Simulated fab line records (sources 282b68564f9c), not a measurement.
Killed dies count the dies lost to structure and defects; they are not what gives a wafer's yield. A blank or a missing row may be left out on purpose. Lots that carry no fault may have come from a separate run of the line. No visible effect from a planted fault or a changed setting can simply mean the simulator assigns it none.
Tool commonality check	flow rit-cmos	14 lots, 42 wafers sampled

## WHAT PROMPTED THE OPENING
2 of 14 lots carry a flag on the reading REOX_OXIDE_THK at RIT_REOX_THK_MEAS_04. No-fault wafers: 25.3 nm, standard deviation 0.52.
Rule: a lot is flagged when every wafer of it that has a number lies more than 4 standard deviations from that mean, or none has a number. All remaining lots are regarded as sound.

lot	measured	on	REOX_OXIDE_THK (nm), wafer by wafer	flag
L959	day 2 23:32	film-metro-04	25.0 25.4 25.0	
L961	day 3 08:32	film-metro-04	25.4 25.6 25.5	
L964	day 3 23:43	film-metro-03	24.8 25.4 24.8	
L965	day 4 08:39	film-metro-01	25.5 25.2 25.8	
L966	day 4 10:37	film-metro-01	25.1 25.2 25.2	
L970	day 5 03:23	film-metro-03	19.7 19.5 19.9	FLAGGED
L971	day 5 10:34	film-metro-04	18.9 19.0 18.8	FLAGGED
L972	day 5 15:38	film-metro-04	25.9 26.4 26.2	
L973	day 5 19:14	film-metro-01	24.9 25.0 24.9	
L974	day 5 23:38	film-metro-04	24.9 24.8 25.1	
L975	day 6 05:14	film-metro-01	25.5 25.4 24.9	
L976	day 6 10:34	film-metro-01	24.8 24.7 24.6	
L977	day 6 15:56	film-metro-04	24.7 24.6 24.2	
L981	day 7 12:52	film-metro-04	24.3 24.2 24.2	
Average over the flagged lots: 19.3 nm; offset from the usual -6.0 nm, equal to -12 standard deviations.

## WHICH TOOL EACH LOT WENT THROUGH
The record holds 1 process step before the reading, out of a route of 202 steps. Every cell lists first the tool, next ch and the chambers used by the sampled wafers, and last the start.
lot	flag	RIT_REOX_OXIDATION_03
L959		furnace-02 ch 0, day 2 20:59
L961		furnace-04 ch 0, day 3 05:59
L964		furnace-01 ch 0, day 3 21:10
L965		furnace-02 ch 0, day 4 06:05
L966		furnace-04 ch 0, day 4 08:04
L970	FLAGGED	furnace-02 ch 0, day 5 00:49
L971	FLAGGED	furnace-02 ch 0, day 5 07:59
L972		furnace-04 ch 0, day 5 13:05
L973		furnace-01 ch 0, day 5 16:41
L974		furnace-04 ch 0, day 5 21:05
L975		furnace-04 ch 0, day 6 02:41
L976		furnace-04 ch 0, day 6 08:01
L977		furnace-04 ch 0, day 6 13:23
L981		furnace-04 ch 0, day 7 10:19
What these steps do:
- RIT_REOX_OXIDATION_03: target thk 25.2 nm, ox time 5580 s.
- RIT_REOX_THK_MEAS_04

## FLAGGED OVER TOTAL, TOOL BY TOOL (the gauges that took the reading come last)
step	tool	lots run	flagged	share of the flagged lots	sound lots run after its first flagged lot
RIT_REOX_OXIDATION_03	furnace-01	2	0	none	-
RIT_REOX_OXIDATION_03	furnace-02	4	2	all	0
RIT_REOX_OXIDATION_03	furnace-04	8	0	none	-
RIT_REOX_THK_MEAS_04	film-metro-01	5	0	none	-
RIT_REOX_THK_MEAS_04	film-metro-03	2	1	some	0
RIT_REOX_THK_MEAS_04	film-metro-04	7	1	some	4 (L972,L974,L977,L981)

## WHAT THE TABLE PERMITS
Rows of the table that ran each flagged lot: 1, that is furnace-02 at RIT_REOX_OXIDATION_03.
- furnace-02 at RIT_REOX_OXIDATION_03 ran 4 lots, 2 of them flagged. It ran its last sound lot, L965, at day 4 06:05 and its first flagged lot, L970, at day 5 00:49: a fault with its onset between the two fits. Its own readings lie more than 4 standard deviations out on every wafer of the flagged lots: spike-tc-centre-C, spike-tc-load-C, spike-tc-source-C, tube-center-temp-C, tube_center_temp_C_max.
Left over: one tool, furnace-02 at RIT_REOX_OXIDATION_03.

## WHAT WAS PUT IN BY THE SIMULATOR
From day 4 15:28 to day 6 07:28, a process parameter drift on furnace-02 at RIT_REOX_OXIDATION_03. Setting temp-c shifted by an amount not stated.
Lots struck among those shown: L970, L971. The rule given above showed the same thing.
